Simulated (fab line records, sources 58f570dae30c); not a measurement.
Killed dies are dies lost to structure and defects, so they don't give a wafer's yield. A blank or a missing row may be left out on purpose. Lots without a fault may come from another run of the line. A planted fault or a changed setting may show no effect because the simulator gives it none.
A struck lot beside a sound one | flow berkeley_cmos170 | 11 steps out of a route of 331
Sound: wafers L847.1, L847.4, L847.6. Struck: wafers L857.1, L857.3, L857.4. The cause comes at the end.
At each step with rows: each side's tool, then ch and its chambers, then its first start. Under that, the readings that differ: sound wafers | struck wafers | difference of the means | sigmas: that difference in standard deviations of wafers without a fault.
alike: readings whose means differ by less than 2 such deviations, and words and numbers that are the same on both sides. not compared: withheld readings, readings that some wafer has no value for, bounds like >300 that may hide the same value, and numbers for which the record gives no deviation and whose values overlap.
The two part at a step that has a row with sigmas, a row that says differs or no value, or rows on one side only. Numbers that don't overlap but have no deviation are shown without sigmas and don't part them. A reading that every wafer of one side lacks parts them only if that side has two wafers or more.

UCB170_START_BOW_MEAS_00:
  sound on film_metro-02, day 1 10:00; struck on film_metro-03, day 3 12:00
  alike: INCOMING_BOW
then, 2 steps without rows for these wafers: UCB170_START_CLEAN_01 (cleans in dHF, time 60 s); UCB170_START_OXIDATION_02 (target thk 20 nm, ox time 1800 s).
UCB170_START_THK_MEAS_03:
  sound on film_metro-03, day 1 17:07; struck on film_metro-02, day 3 21:18
  alike: START_OXIDE_THK
then, 5 steps without rows for these wafers: UCB170_START_ANNEAL_04 (time 1200 s); UCB170_ZERO_HMDS_00 (prime time 60 s); UCB170_ZERO_COAT_01 (resist thk 900 nm); UCB170_ZERO_SOFTBAKE_02 (time 60 s); UCB170_ZERO_EXPOSE_03 (exposes mask PM MARKS, target cd 4000 nm).
UCB170_ZERO_PEB_04:
  sound on litho_track-03 ch 0, day 2 00:26; struck on litho_track-03, day 4 05:08
  no value came back on the struck wafers for chill_plate_temp_C (C), exhaust_pa (Pa); on the sound wafers chill_plate_temp_C (C) reads 23.13 23.16 23.17
then, 1 step without rows for these wafers: UCB170_ZERO_DEVELOP_05 (develop time 45 s).

WHERE THEY PART
Only at UCB170_ZERO_PEB_04, within this record.

WHY: what the simulator had put in
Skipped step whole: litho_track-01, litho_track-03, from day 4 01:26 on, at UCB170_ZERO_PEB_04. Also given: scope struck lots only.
